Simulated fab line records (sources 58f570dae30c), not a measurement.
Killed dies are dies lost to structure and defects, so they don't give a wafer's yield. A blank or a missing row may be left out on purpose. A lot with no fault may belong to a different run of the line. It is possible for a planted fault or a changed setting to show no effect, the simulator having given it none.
fab line records    flow berkeley_cmos170
record lots=7  wafers=21  last_day=12
route steps=331 shown NVT@110 PVT@115 GATE@125 FIELD@126 PLDD@145 M3@331
lots that met no fault: taken from a fault-free run of the same line
start_h: hours from the record's first day to the start of the lot's first wafer shown    wait_h: time in hours since the lot's previous step    " repeats the value in the row above    L1.1+2: one row covering several wafers at once    - no value present, or no start provided    * or withheld: withheld    < > ~ a bound
route shown NAME@n: NAME is a module with steps in the file, n the number in the route of the first one    usual: the fault-free wafers' mean and standard deviation    same: alike in all rows    chamber/n: place in a boat    sites: each site's reading    _std_site: standard deviation of those values    _edge_site: inner sites' mean taken away from outer sites' mean    radius_mm: how far each site lies from the wafer's centre    mask NAME#n: copy n    behind: the most recent tool/chamber to have shaped the wafer    hold: what put the lot on hold/how long, in hours/how the hold closed    device: the transistor (n, p or np) that didn't switch    end of line: the route-end tests of the same wafers    for a step that has no rows: nothing shown but its recipe    killed: dies lost to structure and defects at the first sort, not the wafer's yield    map: a wafer's dies, marking killed ones x, the rest . and places with no die _
set.NAME: the setting as run; set.NAME@STEP: as run at that earlier step    model.NAME: the simulator's own value behind a step, which no gauge read
a table for each step, a row for each wafer; lots at some steps of the route
services: when a tool's chamber went out of use (start_h, in hours from the record's first day, below 0 if earlier), for how many hours, and the reason
## steps
# step UCB170_NVT_OVL_MEAS_06
# usual NVT_OVL=5/5
lot.wafer  tool        chamber  start_h  wait_h  NVT_OVL[nm]
L497.1     overlay-02  -        134.85   -       5
L497.2     "           -        "        "       10
L497.3     "           -        "        "       2
L500.1     overlay-01  -        143.16   -       3
L500.4     "           -        "        "       1
L500.6     "           -        "        "       1
L503.1     overlay-01  -        161.36   -       16
L503.2     "           -        "        "       8
L503.3     "           -        "        "       4
L502.3     overlay-02  -        161.53   -       7
L502.5     "           -        "        "       4
L502.6     "           -        "        "       10
L505.1     overlay-02  -        173.50   -       3
L505.4     "           -        "        "       9
L505.6     "           -        "        "       5
L510.1     overlay-02  -        208.01   -       2
L510.2     "           -        "        "       7
L510.4     "           -        "        "       7
L516.3     overlay-01  -        234.07   -       4
L516.4     "           -        "        "       6
L516.5     "           -        "        "       4
# step UCB170_NVT_IMPLANT_07
# recipe species=BF2  dose_cm2=3e+12  energy_kev=50  tilt_deg=7
# step UCB170_NVT_STRIP_08
# recipe chemistry=O2  power_w=400  pressure_mtorr=3500  platen_temp_c=withheld  o2_flow_sccm=400  overash_fraction=0.5
# usual drypump_motor_current_A=6.1/0.36  oes_product_au=0.735/0.0041  strip_time_to_endpoint_s=21.62/0.059
lot.wafer  tool             chamber  start_h  wait_h  drypump_motor_current_A  oes_product_au  rf_hours_counter_h  strip_time_to_endpoint_s
L497.1     plasma_asher-02  1        135.03   0.1     6.1                      0.734           43                  21.63
L497.2     "                0        "        "       6.4                      0.731           43                  21.59
L497.3     "                1        "        "       6.1                      0.738           -                   21.66
L500.1     plasma_asher-02  1        143.34   0.1     6.1                      0.738           44                  21.54
L500.4     "                0        "        "       6.4                      0.726           -                   21.55
L500.6     "                0        "        "       6.4                      0.735           -                   21.56
L503.1     plasma_asher-04  0        161.55   0.1     6.4                      0.737           45                  21.55
L503.2     "                1        "        "       5.5                      0.726           45                  21.60
L503.3     "                0        "        "       6.4                      0.735           -                   21.58
L502.3     plasma_asher-02  1        161.73   0.1     6.1                      0.744           -                   21.60
L502.5     "                0        "        "       6.4                      0.731           -                   21.60
L502.6     "                1        "        "       6.1                      0.730           -                   21.57
L505.1     plasma_asher-04  1        173.68   0.1     5.5                      0.732           46                  21.62
L505.4     "                0        "        "       6.4                      0.732           -                   21.61
L505.6     "                0        "        "       6.4                      0.732           -                   21.63
L510.1     plasma_asher-01  0        208.20   0.1     6.2                      0.736           41                  21.71
L510.2     "                1        "        "       5.5                      0.740           41                  21.72
L510.4     "                1        "        "       5.4                      0.739           -                   21.73
L516.3     plasma_asher-02  0        234.27   0.1     6.4                      0.737           -                   21.62
L516.4     "                1        "        "       6.1                      0.728           -                   21.64
L516.5     "                0        "        "       6.4                      0.734           -                   21.60
# step UCB170_NVT_TW_MEAS_09
# usual NVT_TW=522/5.4
lot.wafer  tool           chamber  start_h  wait_h  NVT_TW
L497.1     film_metro-02  -        135.13   0.1     532
L497.2     "              -        "        "       530
L497.3     "              -        "        "       527
L500.1     film_metro-01  -        143.44   0.1     516
L500.4     "              -        "        "       518
L500.6     "              -        "        "       518
L503.1     film_metro-03  -        161.65   0.1     523
L503.2     "              -        "        "       525
L503.3     "              -        "        "       525
L502.3     film_metro-02  -        161.82   0.1     532
L502.5     "              -        "        "       531
L502.6     "              -        "        "       531
L505.1     film_metro-03  -        173.78   0.1     522
L505.4     "              -        "        "       522
L505.6     "              -        "        "       523
L510.1     film_metro-01  -        208.43   0.2     516
L510.2     "              -        "        "       517
L510.4     "              -        "        "       517
L516.3     film_metro-03  -        234.36   0.1     524
L516.4     "              -        "        "       525
L516.5     "              -        "        "       525
# step UCB170_NVT_CLEAN_10
# recipe chemistry=SPM  temp_c=120  time_s=600
# step UCB170_PVT_HMDS_00
# recipe prime_time_s=60  prime_temp_c=100
# step UCB170_PVT_COAT_01
# recipe resist=KrF  spin_rpm=1500  resist_thk_nm=900
# step UCB170_PVT_SOFTBAKE_02
# recipe resist=KrF  temp_c=130  time_s=60
# step UCB170_PVT_EXPOSE_03
# recipe mask_id=NWELL  target_cd_nm=3000  na=0.5  sigma_outer=0.6  source_shape=conventional  dose_mj=30
# step UCB170_PVT_PEB_04
# recipe peb_temp_c=130  peb_time_s=withheld  resist=KrF
# step UCB170_PVT_DEVELOP_05
# recipe developer=TMAH  develop_time_s=45  resist=KrF  dev_temp_c=21
# step UCB170_PVT_OVL_MEAS_06
# usual PVT_OVL=4/8.3
lot.wafer  tool        chamber  start_h  wait_h  PVT_OVL[nm]
L497.1     overlay-01  -        138.22   -       4
L497.2     "           -        "        "       -1
L497.3     "           -        "        "       3
L500.1     overlay-01  -        146.38   -       16
L500.4     "           -        "        "       3
L500.6     "           -        "        "       1
L503.1     overlay-02  -        165.02   -       9
L503.2     "           -        "        "       0
L503.3     "           -        "        "       10
L502.3     overlay-02  -        165.31   -       13
L502.5     "           -        "        "       5
L502.6     "           -        "        "       4
L505.1     overlay-01  -        175.91   -       21
L505.4     "           -        "        "       4
L505.6     "           -        "        "       5
L510.1     overlay-02  -        210.41   -       5
L510.2     "           -        "        "       -7
L510.4     "           -        "        "       -5
L516.3     overlay-02  -        239.53   -       8
L516.4     "           -        "        "       -3
L516.5     "           -        "        "       11
# step UCB170_PVT_IMPLANT_07
# recipe species=P  dose_cm2=2e+12  energy_kev=30  tilt_deg=7
# usual beam_on_s=10.00/0.19  faraday_current_uA=6.34/0.12
lot.wafer  tool          chamber  start_h  wait_h  beam_on_s  faraday_current_uA
L497.1     implanter-04  0        138.28   0.1     9.87       6.43
L497.2     "             0        "        "       9.49       6.68
L497.3     "             0        "        "       9.90       6.40
L500.1     implanter-03  0        146.41   0.0     10.04      6.33
L500.4     "             0        "        "       10.21      6.23
L500.6     "             0        "        "       9.95       6.38
L503.1     implanter-03  0        165.06   0.0     10.16      6.25
L503.2     "             0        "        "       9.99       6.35
L503.3     "             0        "        "       10.17      6.26
L502.3     implanter-03  0        165.39   0.1     9.82       6.43
L502.5     "             0        "        "       9.82       6.46
L502.6     "             0        "        "       9.57       6.59
L505.1     implanter-03  0        175.95   0.0     9.80       6.46
L505.4     "             0        "        "       10.13      6.26
L505.6     "             0        "        "       9.94       6.37
L510.1     implanter-04  0        210.52   0.1     10.01      6.34
L510.2     "             0        "        "       9.77       6.50
L510.4     "             0        "        "       9.84       6.42
L516.3     implanter-01  0        239.60   0.1     10.38      6.11
L516.4     "             0        "        "       9.87       6.41
L516.5     "             0        "        "       9.79       6.49
# step UCB170_PVT_STRIP_08
# recipe chemistry=O2  power_w=400  pressure_mtorr=3500  platen_temp_c=withheld  o2_flow_sccm=400  overash_fraction=0.5
# usual drypump_motor_current_A=5.8/0.36  oes_product_au=0.734/0.0044  strip_time_to_endpoint_s=21.61/0.06
lot.wafer  tool             chamber  start_h  wait_h  drypump_motor_current_A  oes_product_au  rf_hours_counter_h  strip_time_to_endpoint_s
L497.1     plasma_asher-03  0        138.43   0.1     5.8                      0.732           3                   21.60
L497.2     "                1        "        "       5.5                      0.738           3                   21.59
L497.3     "                0        "        "       5.8                      0.739           -                   21.56
L500.1     plasma_asher-03  1        146.56   0.1     5.4                      0.738           4                   21.54
L500.4     "                0        "        "       5.9                      0.730           -                   21.60
L500.6     "                1        "        "       5.4                      0.732           -                   21.59
L503.1     plasma_asher-01  1        165.21   0.1     5.5                      0.738           36                  21.68
L503.2     "                0        "        "       6.2                      0.738           36                  21.71
L503.3     "                1        "        "       5.5                      0.730           -                   21.68
L502.3     plasma_asher-01  1        165.52   0.1     5.5                      0.737           -                   21.63
L502.5     "                0        "        "       6.2                      0.734           -                   21.58
L502.6     "                1        "        "       5.5                      0.733           -                   21.57
L505.1     plasma_asher-01  0        176.10   0.1     6.2                      0.735           37                  21.72
L505.4     "                0        "        "       6.2                      0.739           -                   21.66
L505.6     "                1        "        "       5.5                      0.737           -                   21.60
L510.1     plasma_asher-03  0        210.67   0.1     5.8                      0.739           10                  21.63
L510.2     "                1        "        "       5.5                      0.733           10                  21.58
L510.4     "                1        "        "       5.5                      0.727           -                   21.61
L516.3     plasma_asher-03  0        239.73   0.1     5.9                      0.734           -                   21.62
L516.4     "                1        "        "       5.5                      0.735           -                   21.73
L516.5     "                0        "        "       5.9                      0.732           -                   21.72
# step UCB170_PVT_TW_MEAS_09
# usual PVT_TW=505/5.7
lot.wafer  tool           chamber  start_h  wait_h  PVT_TW
L497.1     film_metro-04  -        138.53   0.1     505
L497.2     "              -        "        "       504
L497.3     "              -        "        "       503
L500.1     film_metro-02  -        146.66   0.1     514
L500.4     "              -        "        "       512
L500.6     "              -        "        "       510
L503.1     film_metro-01  -        165.31   0.1     493
L503.2     "              -        "        "       496
L503.3     "              -        "        "       496
L502.3     film_metro-01  -        165.61   0.1     498
L502.5     "              -        "        "       495
L502.6     "              -        "        "       491
L505.1     film_metro-04  -        176.20   0.1     496
L505.4     "              -        "        "       495
L505.6     "              -        "        "       501
L510.1     film_metro-01  -        210.77   0.1     501
L510.2     "              -        "        "       496
L510.4     "              -        "        "       498
L516.3     film_metro-02  -        239.82   0.1     510
L516.4     "              -        "        "       511
L516.5     "              -        "        "       511
# step UCB170_GATE_WET_ETCH_00
# recipe chemistry=dHF  dilution=25:1  target=SiO2  temp_c=25  time_s=200
# step UCB170_FIELD_THK_MEAS_91
# recipe reads=SiO2_of_FIELD_OXIDATION_01
# usual FIELD_OXIDE_LEFT_2_THK=356/8.8
lot.wafer  tool           chamber  start_h  wait_h  FIELD_OXIDE_LEFT_2_THK[nm]
L497.1     film_metro-04  -        138.83   0.0     358
L497.2     "              -        "        "       352
L497.3     "              -        "        "       347
L500.1     film_metro-01  -        146.79   0.0     351
L500.4     "              -        "        "       359
L500.6     "              -        "        "       366
L503.1     film_metro-02  -        165.44   0.0     361
L503.2     "              -        "        "       363
L503.3     "              -        "        "       358
L502.3     film_metro-04  -        165.81   0.0     360
L502.5     "              -        "        "       365
L502.6     "              -        "        "       366
L505.1     film_metro-04  -        176.87   0.0     340
L505.4     "              -        "        "       331
L505.6     "              -        "        "       342
L510.1     film_metro-02  -        210.89   0.0     356
L510.2     "              -        "        "       347
L510.4     "              -        "        "       352
L516.3     film_metro-04  -        239.95   0.0     359
L516.4     "              -        "        "       366
L516.5     "              -        "        "       366
# step UCB170_GATE_OXIDATION_01
# recipe temp_c=850  ambient=O2  target_thk_a=66  ox_time_s=1800
# step UCB170_GATE_THK_MEAS_02
# recipe reads=SiO2_of_GATE_OXIDATION_01
# usual GATE_OXIDE_THK=6.64/0.11
lot.wafer  tool           chamber  start_h  wait_h  GATE_OXIDE_THK[nm]
L497.1     film_metro-04  -        143.24   0.0     6.81
L497.2     "              -        "        "       6.76
L497.3     "              -        "        "       6.74
L500.1     film_metro-01  -        153.10   0.0     6.69
L500.4     "              -        "        "       6.68
L500.6     "              -        "        "       6.84
L503.1     film_metro-04  -        169.06   0.0     6.80
L503.2     "              -        "        "       6.67
L503.3     "              -        "        "       6.84
L502.3     film_metro-01  -        169.08   0.0     6.57
L502.5     "              -        "        "       6.59
L502.6     "              -        "        "       6.64
L505.1     film_metro-03  -        180.90   0.0     6.82
L505.4     "              -        "        "       6.84
L505.6     "              -        "        "       6.73
L510.1     film_metro-04  -        217.12   0.0     6.66
L510.2     "              -        "        "       6.57
L510.4     "              -        "        "       6.67
L516.3     film_metro-04  -        246.01   0.0     6.65
L516.4     "              -        "        "       6.52
L516.5     "              -        "        "       6.54
# step UCB170_GATE_ANNEAL_03
# recipe temp_c=900  time_s=1800  ambient=N2
# step UCB170_GATE_CVD_04
# recipe material=poly-Si  temp_c=610  precursor=SiH4  time_s=1440  pressure_mtorr=375  target_thk_nm=214  sih4_flow_sccm=120
# step UCB170_GATE_THK_MEAS_05
# recipe reads=poly-Si_of_GATE_CVD_04
# usual GATE_POLY_THK=213.9/2.1
lot.wafer  tool           chamber  start_h  wait_h  GATE_POLY_THK[nm]
L497.1     film_metro-01  -        151.39   0.0     213.0
L497.2     "              -        "        "       213.1
L497.3     "              -        "        "       212.9
L500.1     film_metro-03  -        159.65   0.1     213.9
L500.4     "              -        "        "       214.2
L500.6     "              -        "        "       214.0
L503.1     film_metro-03  -        178.79   0.0     212.9
L503.2     "              -        "        "       212.1
L503.3     "              -        "        "       214.3
L502.3     film_metro-01  -        178.81   0.0     211.4
L502.5     "              -        "        "       211.5
L502.6     "              -        "        "       211.4
L505.1     film_metro-01  -        188.48   0.0     211.6
L505.4     "              -        "        "       211.6
L505.6     "              -        "        "       212.6
L510.1     film_metro-01  -        223.55   0.0     213.6
L510.2     "              -        "        "       212.5
L510.4     "              -        "        "       212.5
L516.3     film_metro-04  -        254.77   0.0     214.4
L516.4     "              -        "        "       214.2
L516.5     "              -        "        "       215.4
# step UCB170_GATE_COAT_06
# recipe resist=BARC  temp_c=withheld  time_s=withheld  spin_rpm=3000  resist_thk_nm=withheld
# step UCB170_GATE_COAT_07
# recipe resist=KrF  spin_rpm=1500  resist_thk_nm=900
# step UCB170_GATE_SOFTBAKE_08
# recipe resist=KrF  temp_c=130  time_s=60
# step UCB170_GATE_EXPOSE_09
# recipe mask_id=POLY  target_cd_nm=350  na=0.5  sigma_outer=0.6  source_shape=conventional  dose_mj=21
# step UCB170_GATE_PEB_10
# recipe peb_temp_c=130  peb_time_s=withheld  resist=KrF
# step UCB170_GATE_DEVELOP_11
# recipe developer=TMAH  develop_time_s=45  resist=KrF  dev_temp_c=21
# step UCB170_GATE_CD_MEAS_12
# recipe target_cd_nm=350
# usual cd_nm=349.3/1.6
lot.wafer  tool       chamber  start_h  wait_h  cd_nm
L497.1     cd_sem-02  -        152.66   -       348.8
L497.2     "          -        "        "       349.2
L497.3     "          -        "        "       349.2
L500.1     cd_sem-02  -        161.21   -       350.0
L500.4     "          -        "        "       350.5
L500.6     "          -        "        "       349.9
L503.1     cd_sem-01  -        180.29   -       349.4
L503.2     "          -        "        "       349.3
L503.3     "          -        "        "       351.2
L502.3     cd_sem-02  -        180.44   -       350.5
L502.5     "          -        "        "       350.1
L502.6     "          -        "        "       349.9
L505.1     cd_sem-01  -        189.87   -       350.0
L505.4     "          -        "        "       350.6
L505.6     "          -        "        "       348.5
L510.1     cd_sem-01  -        225.10   -       349.7
L510.2     "          -        "        "       350.9
L510.4     "          -        "        "       349.9
L516.3     cd_sem-01  -        256.16   -       347.8
L516.4     "          -        "        "       346.1
L516.5     "          -        "        "       347.7
# step UCB170_GATE_OVL_MEAS_13
# usual GATE_OVL=1/4.5
lot.wafer  tool        chamber  start_h  wait_h  GATE_OVL[nm]
L497.1     overlay-01  -        152.78   0.1     5
L497.2     "           -        "        "       3
L497.3     "           -        "        "       6
L500.1     overlay-02  -        161.33   0.1     -2
L500.4     "           -        "        "       3
L500.6     "           -        "        "       -4
L503.1     overlay-01  -        180.41   0.1     1
L503.2     "           -        "        "       2
L503.3     "           -        "        "       0
L502.3     overlay-02  -        180.54   0.1     -8
L502.5     "           -        "        "       -1
L502.6     "           -        "        "       -6
L505.1     overlay-02  -        189.99   0.1     5
L505.4     "           -        "        "       2
L505.6     "           -        "        "       -4
L510.1     overlay-01  -        225.22   0.1     4
L510.2     "           -        "        "       -6
L510.4     "           -        "        "       2
L516.3     overlay-01  -        256.26   0.1     13
L516.4     "           -        "        "       11
L516.5     "           -        "        "       3
# step UCB170_GATE_ETCH_14
# recipe chemistry=N2/H2  target_depth_a=withheld  overetch_a=withheld  target=BARC  time_s=withheld  source_w=500  bias_w=100  pressure_mtorr=30  n2_flow_sccm=100  h2_flow_sccm=200
# usual bias_w=100.0/0.3  drypump_motor_current_A=5.7/0.49  oes_product_au=1.004/0.021  throttle_valve_pct=13.36/0.16
lot.wafer  tool         chamber  start_h  wait_h  bias_w  drypump_motor_current_A  oes_product_au  throttle_valve_pct
L497.1     rie_diel-03  3        152.82   0.0     99.8    5.8                      1.006           13.59
L497.2     "            2        "        "       100.0   5.3                      0.990           13.37
L497.3     "            0        "        "       99.4    6.4                      0.972           13.30
L500.1     rie_diel-01  1        161.36   0.0     99.8    5.8                      1.031           13.35
L500.4     "            0        "        "       99.7    6.1                      0.998           13.34
L500.6     "            1        "        "       100.1   5.8                      1.029           13.35
L503.1     rie_diel-03  2        180.44   0.0     100.3   5.3                      0.981           13.35
L503.2     "            0        "        "       99.9    6.4                      0.981           13.31
L503.3     "            3        "        "       100.0   5.8                      1.011           13.58
L502.3     rie_diel-01  1        180.56   0.0     100.3   5.8                      1.032           13.34
L502.5     "            3        "        "       99.7    5.3                      1.011           13.22
L502.6     "            2        "        "       99.8    5.5                      1.016           13.06
L505.1     rie_diel-01  3        190.03   0.0     99.8    5.4                      1.018           13.21
L505.4     "            3        "        "       99.8    5.3                      1.014           13.21
L505.6     "            1        "        "       99.5    5.8                      1.029           13.33
L510.1     rie_diel-04  1        225.25   0.0     100.2   6.1                      1.001           13.52
L510.2     "            2        "        "       100.1   6.5                      0.996           13.15
L510.4     "            3        "        "       100.3   4.8                      1.023           13.53
L516.3     rie_diel-01  3        256.28   0.0     99.5    5.3                      1.025           13.21
L516.4     "            0        "        "       99.8    6.1                      1.007           13.34
L516.5     "            0        "        "       100.1   6.1                      0.994           13.36
# step UCB170_GATE_ETCH_15
# recipe chemistry=HBr/Cl2  target=poly-Si  stop_on=SiO2  over_etch_frac=0.3  icp_w=300  bias_w=150  time_s=56.3  pressure_mtorr=15  HBr_flow_sccm=150  Cl2_flow_sccm=50  target_depth_a=2782
# usual bias_w=150.0/0.43  drypump_motor_current_A=5.6/0.49  mfc_cl2_sccm=49.98/0.15  oes_product_au=0.831/0.016  throttle_valve_pct=26.24/0.24
lot.wafer  tool       chamber  start_h  wait_h  bias_w  drypump_motor_current_A  mfc_cl2_sccm  oes_product_au  rf_hours_counter_h  throttle_valve_pct
L497.1     rie_si-01  1        152.86   -       149.9   5.9                      50.18         0.813           117                 26.28
L497.2     "          0        "        "       149.3   6.3                      49.98         0.852           1                   26.29
L497.3     "          3        "        "       149.8   5.3                      50.19         0.826           38                  26.04
L500.1     rie_si-02  0        161.41   -       150.9   6.5                      50.26         0.839           34                  26.05
L500.4     "          1        "        "       150.6   5.4                      50.06         0.828           86                  26.30
L500.6     "          3        "        "       150.3   5.1                      49.78         0.839           -                   26.10
L503.1     rie_si-02  2        180.49   -       150.1   5.4                      49.99         0.806           0                   26.83
L503.2     "          3        "        "       150.3   5.1                      49.98         0.832           2                   26.12
L503.3     "          1        "        "       150.5   5.4                      49.90         0.832           86                  26.32
L502.3     rie_si-01  3        180.60   -       150.9   5.3                      50.25         0.820           39                  26.00
L502.5     "          3        "        "       150.3   5.3                      50.05         0.823           -                   26.02
L502.6     "          0        "        "       150.6   6.3                      50.13         0.835           -                   26.27
L505.1     rie_si-01  0        190.07   -       150.2   6.3                      49.97         0.845           1                   26.27
L505.4     "          2        "        "       149.9   5.1                      49.92         0.833           -                   26.11
L505.6     "          0        "        "       150.1   6.3                      50.06         0.835           -                   26.28
L510.1     rie_si-02  0        225.30   -       149.6   6.4                      50.26         0.843           34                  26.04
L510.2     "          2        "        "       150.1   5.4                      50.00         0.807           0                   26.82
L510.4     "          1        "        "       149.6   5.4                      49.89         0.828           87                  26.31
L516.3     rie_si-02  0        256.32   -       149.3   6.4                      49.69         0.854           34                  26.06
L516.4     "          2        "        "       150.2   5.4                      49.81         0.810           1                   26.84
L516.5     "          3        "        "       150.0   5.1                      50.14         0.841           -                   26.10
# step UCB170_GATE_STRIP_16
# recipe chemistry=O2  power_w=400  pressure_mtorr=3500  platen_temp_c=withheld  o2_flow_sccm=400  overash_fraction=0.5
# usual drypump_motor_current_A=5.9/0.36  oes_product_au=0.724/0.0042
lot.wafer  tool             chamber  start_h  wait_h  drypump_motor_current_A  oes_product_au  rf_hours_counter_h
L497.1     plasma_asher-03  0        152.91   0.0     5.8                      0.721           5
L497.2     "                1        "        "       5.4                      0.723           5
L497.3     "                1        "        "       5.5                      0.734           -
L500.1     plasma_asher-03  0        161.45   0.0     5.9                      0.733           5
L500.4     "                0        "        "       5.9                      0.727           -
L500.6     "                1        "        "       5.5                      0.725           -
L503.1     plasma_asher-03  1        180.53   0.0     5.5                      0.722           7
L503.2     "                0        "        "       5.9                      0.723           7
L503.3     "                0        "        "       5.8                      0.736           -
L502.3     plasma_asher-01  0        180.68   0.1     6.2                      0.720           -
L502.5     "                1        "        "       5.5                      0.730           -
L502.6     "                0        "        "       6.2                      0.726           -
L505.1     plasma_asher-02  1        190.12   0.0     6.2                      0.730           49
L505.4     "                0        "        "       6.4                      0.719           -
L505.6     "                1        "        "       6.2                      0.718           -
L510.1     plasma_asher-01  0        225.34   0.0     6.2                      0.725           43
L510.2     "                1        "        "       5.5                      0.728           43
L510.4     "                0        "        "       6.2                      0.731           -
L516.3     plasma_asher-02  0        256.40   0.1     6.4                      0.717           -
L516.4     "                1        "        "       6.1                      0.718           -
L516.5     "                1        "        "       6.1                      0.729           -
# step UCB170_GATE_CD_MEAS_90
# recipe target_cd_nm=350
# usual cd_nm=349.3/1.6
lot.wafer  tool       chamber  start_h  wait_h  cd_nm
L497.1     cd_sem-01  -        153.01   0.1     348.3
L497.2     "          -        "        "       348.9
L497.3     "          -        "        "       349.0
L500.1     cd_sem-02  -        161.55   0.1     350.8
L500.4     "          -        "        "       350.0
L500.6     "          -        "        "       350.1
L503.1     cd_sem-01  -        180.63   0.1     348.9
L503.2     "          -        "        "       350.2
L503.3     "          -        "        "       352.2
L502.3     cd_sem-01  -        180.79   0.1     351.1
L502.5     "          -        "        "       350.7
L502.6     "          -        "        "       349.7
L505.1     cd_sem-02  -        190.25   0.1     350.5
L505.4     "          -        "        "       350.9
L505.6     "          -        "        "       348.9
L510.1     cd_sem-01  -        225.44   0.1     350.5
L510.2     "          -        "        "       351.5
L510.4     "          -        "        "       350.0
L516.3     cd_sem-02  -        256.51   0.1     348.7
L516.4     "          -        "        "       346.1
L516.5     "          -        "        "       347.2
# step UCB170_GATE_CLEAN_17
# recipe chemistry=SPM  temp_c=120  time_s=600
# step UCB170_PLDD_HMDS_00
# recipe prime_time_s=60  prime_temp_c=100
# step UCB170_PLDD_COAT_01
# recipe resist=KrF  spin_rpm=1500  resist_thk_nm=900
# step UCB170_PLDD_SOFTBAKE_02
# recipe resist=KrF  temp_c=130  time_s=60
# step UCB170_PLDD_EXPOSE_03
# recipe mask_id=PSELECT  na=0.5  sigma_outer=0.6  source_shape=conventional  target_cd_nm=1200  dose_mj=30
# step UCB170_PLDD_PEB_04
# recipe peb_temp_c=130  peb_time_s=withheld  resist=KrF
# step UCB170_PLDD_DEVELOP_05
# recipe developer=TMAH  develop_time_s=45  resist=KrF  dev_temp_c=21
# step UCB170_PLDD_CD_MEAS_06
# recipe target_cd_nm=1200
# usual cd_nm=1200.3/1.5
lot.wafer  tool       chamber  start_h  wait_h  cd_nm
L497.1     cd_sem-02  -        154.70   -       1199.8
L497.2     "          -        "        "       1199.6
L497.3     "          -        "        "       1200.3
L500.1     cd_sem-02  -        163.41   -       1200.4
L500.4     "          -        "        "       1201.3
L500.6     "          -        "        "       1202.2
L503.1     cd_sem-02  -        181.99   -       1200.5
L503.2     "          -        "        "       1200.3
L503.3     "          -        "        "       1201.1
L502.3     cd_sem-01  -        182.45   -       1202.6
L502.5     "          -        "        "       1202.1
L502.6     "          -        "        "       1201.5
L505.1     cd_sem-02  -        191.83   -       1201.6
L505.4     "          -        "        "       1202.2
L505.6     "          -        "        "       1201.8
L510.1     cd_sem-02  -        226.96   -       1199.7
L510.2     "          -        "        "       1199.5
L510.4     "          -        "        "       1201.2
L516.3     cd_sem-02  -        258.18   -       1201.4
L516.4     "          -        "        "       1200.6
L516.5     "          -        "        "       1200.9
# step UCB170_M3_PROBE_99
lot.wafer  tool       chamber  start_h  wait_h  model.etest.pmos_0p35.drive_ua_um_range  model.etest.pmos_0p35.vt_v_range
L497.1     prober-01  -        190.24   0.1     6.389                                    0.01153
L497.2     prober-01  -        190.29   0.1     6.745                                    0.01322
L497.3     prober-01  -        190.34   0.2     6.289                                    0.01242
L500.1     prober-01  -        202.61   0.1     5.62                                     0.006672
L500.4     prober-01  -        202.76   0.2     5.132                                    0.007362
L500.6     prober-01  -        202.86   0.2     3.801                                    0.01159
L502.3     prober-02  -        218.17   0.2     16.73                                    0.0606
L502.5     prober-02  -        218.27   0.2     17.17                                    0.06364
L502.6     prober-02  -        218.32   0.2     15.22                                    0.06509
L503.1     prober-01  -        218.47   0.1     16.37                                    0.05592
L503.2     prober-01  -        218.52   0.1     18.15                                    0.05893
L503.3     prober-01  -        218.57   0.2     15.64                                    0.0628
L505.1     prober-02  -        226.57   0.1     15.76                                    0.06376
L505.4     prober-02  -        226.72   0.2     15.22                                    0.06019
L505.6     prober-02  -        226.82   0.2     16.84                                    0.05656
L510.1     prober-01  -        262.56   0.1     6.475                                    0.006205
L510.2     prober-01  -        262.61   0.1     2.95                                     0.008766
L510.4     prober-01  -        262.71   0.2     7.13                                     0.01245
L516.3     prober-01  -        292.72   0.2     2.687                                    0.00637
L516.4     prober-01  -        292.77   0.2     4.591                                    0.01178
L516.5     prober-01  -        292.82   0.2     3.55                                     0.009952
# killed by level:class
L497.1
L497.2 ACTIVE:area_etch=4 M1:geometric_particle:short=2 GATE:geometric_particle:open=1
L497.3 M1:geometric_particle:short=1 M3:geometric_particle:short=1
L500.1 PVT:coat_microbubble_printed=2 GATE:geometric_particle:open=1 SPACER:geometric_particle:open=1 SILICIDE:geometric_particle:short=1 M2:geometric_particle:open=1
L500.4 PVT:coat_microbubble_printed=2 SACOX:geometric_particle:short=1 SCREENOX:geometric_particle:short=1 GATE:geometric_particle:short=1
L500.6 WELLDRIVE:geometric_particle:open=1 SCREENOX:geometric_particle:open=1 SILICIDE:geometric_particle:short=1 CONTACT:geometric_particle:open=1 M1:geometric_particle:short=1 PVT:coat_microbubble_printed=1
L503.1 V1:geometric_particle:short=1 M3:geometric_particle:short=1
L503.2 GATE:geometric_particle:open=2 SACOX:geometric_particle:open=1 SCREENOX:geometric_particle:short=1 SPACER:geometric_particle:short=1
L503.3 SILICIDE:geometric_particle:open=1 M2:geometric_particle:short=1
L505.1 FIELD:geometric_particle:short=1 GATE:geometric_particle:open=1 GATE:geometric_particle:short=1 M1:geometric_particle:short=1 PVT:coat_microbubble_printed=1
L505.4 SCREENOX:geometric_particle:open=1 PVT:coat_microbubble_printed=1
L505.6 SACOX:geometric_particle:short=1
L510.1 M3:geometric_particle:short=1
L510.2 GATE:geometric_particle:short=1 SPACER:geometric_particle:open=1 V1:geometric_particle:open=1 V1:geometric_particle:short=1
L510.4 START:geometric_particle:open=1 FIELD:geometric_particle:short=1 GATE:geometric_particle:open=1 M1:geometric_particle:short=1
L516.3 WELLDRIVE:geometric_particle:open=1 SILICIDE:geometric_particle:open=1 M2:geometric_particle:short=1
L516.4 GATE:geometric_particle:open=2 SACOX:geometric_particle:open=1
L516.5 M2:geometric_particle:open=2 GATE:geometric_particle:open=1 M1:geometric_particle:open=1 M2:geometric_particle:short=1
## services
tool             chamber  start_h  hours  kind
plasma_asher-03  0        117.81   -      clean
plasma_asher-03  1        117.81   -      clean
implanter-03     -        120.43   2.6    repair
plasma_asher-04  -        125.17   15.6   pm
implanter-01     -        137.14   5.2    pm
implanter-03     -        137.39   4.1    repair
rie_diel-04      -        148.43   0.4    repair
implanter-04     -        155.25   2.4    repair
rie_diel-01      3        156.14   8.5    repair
rie_si-01        1        185.19   -      clean
rie_si-01        1        185.19   25.8   scheduled_down
rie_si-01        1        185.19   25.8   vent_cycle
rie_diel-01      2        201.66   5.5    repair
rie_diel-04      -        205.63   1.6    repair
implanter-01     -        210.28   4.3    pm
rie_diel-01      0        215.21   3.0    repair
plasma_asher-03  -        218.62   8.3    repair
rie_diel-04      -        227.21   1.6    repair
rie_diel-03      0        231.49   7.6    repair
plasma_asher-02  -        236.25   7.7    repair
rie_si-02        0        247.23   2.0    repair
rie_diel-04      0        251.14   3.5    repair
## key
first_sign none at tools or gauges
model_effect step=UCB170_M3_PROBE_99  value=etest.pmos_0p35.drive_ua_um_range  without=4.826  struck=16.34
met_at UCB170_PVT_IMPLANT_07
struck_wafers L502.3,L502.5,L502.6,L503.1,L503.2,L503.3,L505.1,L505.4,L505.6
sort_left_out L502.3,L502.5,L502.6
tester_left_out L502,L503,L505
also_fits UCB170_PVT_STRIP_08:plasma_asher-01
fault kind=process_parameter_drift  tool=implanter-03  chamber=-  onset_h=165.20  steps=UCB170_PVT_IMPLANT_07  channel=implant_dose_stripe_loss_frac  offset=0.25  shape=step  end_h=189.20
# tester_left_out: of these lots the tester's yield and bins aren't shown, on N5 and GAA mostly nor the transistor test; their killed dies are dies lost to structure and defects alone, not to doping, threshold or leakage, so they don't give the yield
# sort_left_out: the simulated sort isn't trusted on such a fault, so these wafers' sort isn't shown, and their yield isn't known
